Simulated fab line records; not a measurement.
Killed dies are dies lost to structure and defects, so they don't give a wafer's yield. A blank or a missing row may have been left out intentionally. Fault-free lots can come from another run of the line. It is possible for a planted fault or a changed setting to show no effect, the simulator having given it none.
Struck lot and sound lot, side by side || flow rit-cmos || 15 out of 202 route steps
Sound: these wafers, L448.2, L448.3, L448.6. Wafers struck: L454.2, L454.3, L454.5. The cause is named last.
For every step that has rows: the tool of each side, followed by ch and its chambers, followed by its first start. Under that, the readings that differ: sound wafers || struck wafers || difference of the means || sigmas: that difference in standard deviations of wafers without a fault.
alike: a reading whose means differ by less than 2 such deviations, as well as words and numbers matching on both sides. not compared: withheld readings; readings where some wafer has no value; bounds like >300 that might hide an equal value; numbers whose values overlap and for which the record gives no deviation.
The two part at a step that has a row with sigmas, a row that says differs or no value, or rows on one side only. Non-overlapping numbers with no deviation appear without sigmas and do not part them. A reading missing from all wafers of one side parts the sides only when that side holds two or more wafers.

RIT_SDANNEAL_RS_MEAS_07: a four-point-probe measurement.
  struck on film-metro-04, day 6 04:26; sound on film-metro-04, day 4 23:37
{"reading": "NLDD_RS (ohm/sq)", "sound": "150.0 149.1 150.1", "struck": "151.1 151.8 151.3", "difference": "+1.7", "sigmas": "+3"}
then, 1 step without rows for these wafers: RIT_SILICIDE_WET_ETCH_00 (etches SiO2 in BOE, target depth 14 nm, time 15 s).
RIT_SILICIDE_SPUTTER_01: material Ti, target thk 30 nm, time 229.5 s.
  struck on pvd-sputter-01, day 6 04:32; sound on pvd-sputter-04, day 4 23:45
  alike: throttle-valve-pct
RIT_SILICIDE_RS_MEAS_02: a four-point-probe measurement.
  struck on film-metro-03, day 6 04:43; sound on film-metro-01, day 4 23:55
  alike: SILICIDE_TI_RS
RIT_SILICIDE_THK_MEAS_03: measures by xrf.
  struck on film-metro-03, day 6 04:49; sound on film-metro-01, day 5 00:02
  alike: SILICIDE_TI_THK
RIT_SILICIDE_RTA_04: time 10 s, ramp up 5 s, ramp down 5 s.
  sound on rtp-anneal-01 ch 0, day 5 00:05; struck on rtp-anneal-01 ch 0, day 6 04:53
  alike: wafer_temp_C_max
then, 1 step without rows for these wafers: RIT_SILICIDE_WET_ETCH_05 (etches Ti in SPM, time 120 s).
RIT_SILICIDE_RTA_06: time 10 s, ramp up 5 s, ramp down 10 s.
  sound on rtp-anneal-02 ch 0, day 5 00:12; struck on rtp-anneal-02 ch 0, day 6 04:59
  alike: wafer_temp_C_max
RIT_CONTACT_CVD_00: deposits SiO2 from TEOS, target thk 400 nm, time 61 s.
  sound on pecvd-01 ch 0,1,2, day 5 00:15; struck on pecvd-01 ch 0,2, day 6 05:03
  alike: heater-power-w
RIT_CONTACT_THK_MEAS_01:
  struck on film-metro-01, day 6 05:07; sound on film-metro-01, day 5 00:19
  alike: CONTACT_TEOS_THK
then, 2 steps without rows for these wafers: RIT_CONTACT_HMDS_02 (prime time 60 s); RIT_CONTACT_COAT_03 (resist thk 1000 nm).
RIT_CONTACT_SOFTBAKE_04: time 60 s.
  sound on litho-track-02 ch 0, day 5 00:41; struck on litho-track-02 ch 0, day 6 05:29
{"reading": "run-length-s (s)", "sound": "89.13 89.16 89.07", "struck": "92.83 93.00 92.84", "difference": "+3.77", "sigmas": "+16"}
  alike: exhaust-pa
then, 1 step without rows for these wafers: RIT_CONTACT_EXPOSE_05 (exposes mask M11, target cd 1000 nm).
RIT_M1_PROBE_99:
  struck on prober-01, day 6 12:40; sound on prober-01, day 5 06:43
  alike: killed-at-contacts, killed-at-front-end, killed-dies, killed-on-rim, killed-open, killed-short

== WHERE THEY PART ==
First at RIT_SDANNEAL_RS_MEAS_07; last, within this record, at RIT_CONTACT_SOFTBAKE_04. Later steps at which nothing parts them and some readings are alike: RIT_M1_PROBE_99.

WHY: the cause the simulator had injected
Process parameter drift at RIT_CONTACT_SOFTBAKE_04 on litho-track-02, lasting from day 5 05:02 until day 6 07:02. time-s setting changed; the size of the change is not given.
